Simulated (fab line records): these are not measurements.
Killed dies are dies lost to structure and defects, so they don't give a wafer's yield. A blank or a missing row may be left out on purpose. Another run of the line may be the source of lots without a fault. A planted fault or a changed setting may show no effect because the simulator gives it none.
2 desks, one fault ; flow berkeley_cmos170 ; only its own numbers are on each desk; what lay behind them is given at the end

FROM THE METROLOGY DESK
What the gauges read for every lot (on any tool): the sampled wafers with a number, averaged. If a lot's mean is further than 4 standard deviations from the usual mean, the lot is out of limits and carries the mark OUT (the distance appears in the brackets).
Columns: A = NSD_TW at UCB170_NSD_TW_MEAS_10, usual 4175
lot;first seen here;A
L969;day 7 03:17;4227
L973;day 7 03:24;4189
L970;day 7 03:33;4165
L972;day 7 03:38;4220
L971;day 7 03:53;4159
L974;day 7 16:04;4229
L975;day 7 23:17;4153
L978;day 8 20:29;4190
L977;day 8 20:45;4142
L987;day 10 12:25;4186
L986;day 10 12:32;4129
L990;day 10 12:55;4198
L991;day 11 11:22;4165
L992;day 12 00:06;4186
Result from this desk: across the 14 lots, nothing is out of limits.

THE TOOL OWNER'S DESK: rie_diel-03
The tool's own readings at UCB170_M1_ETCH_11 (etches BARC in N2/H2): means of the sampled wafers that have a number, for each lot that ran on this tool. If a lot's mean is further than 4 standard deviations from the usual mean, the lot is out of limits and carries the mark OUT (the distance appears in the brackets).
Columns: A = drypump_motor_current_A at UCB170_M1_ETCH_11, usual 5.6 A; B = oes_product_au at UCB170_M1_ETCH_11, usual 0.991 a.u.; C = throttle_valve_pct at UCB170_M1_ETCH_11, usual 13.30 %
lot;first seen here;A;B;C
L973;day 7 13:19;5.7;0.989;13.29
L975;day 8 10:35;5.3;1.002;13.24
L977;day 9 05:43;5.7;1.162 (+17) OUT;13.24
L978;day 9 06:41;5.4;1.178 (+19) OUT;13.30
L992;day 12 10:22;5.5;0.982;13.24
This desk's finding: out of limits on L977, L978; first on L977, day 9 05:43 (oes_product_au at UCB170_M1_ETCH_11). Within limits: L973, L975, L992.

PUT TOGETHER
At day 9 05:43, on L977, L978, the tool owner's desk was in a position to raise an alarm.
Nothing out of limits was seen by the metrology desk.
The metrology desk has L977, L978 on record, within its limits.
UCB170_M1_ETCH_11 was run on rie_diel-03 by each of the lots named.

WHAT THE SIMULATOR HAD INSERTED
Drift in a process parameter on rie_diel-03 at UCB170_M1_ETCH_11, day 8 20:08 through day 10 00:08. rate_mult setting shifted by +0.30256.
Struck lots among those shown: L977, L978.
Each desk's first reading out of limits, in hours after the fault started: the tool owner's desk, 10.
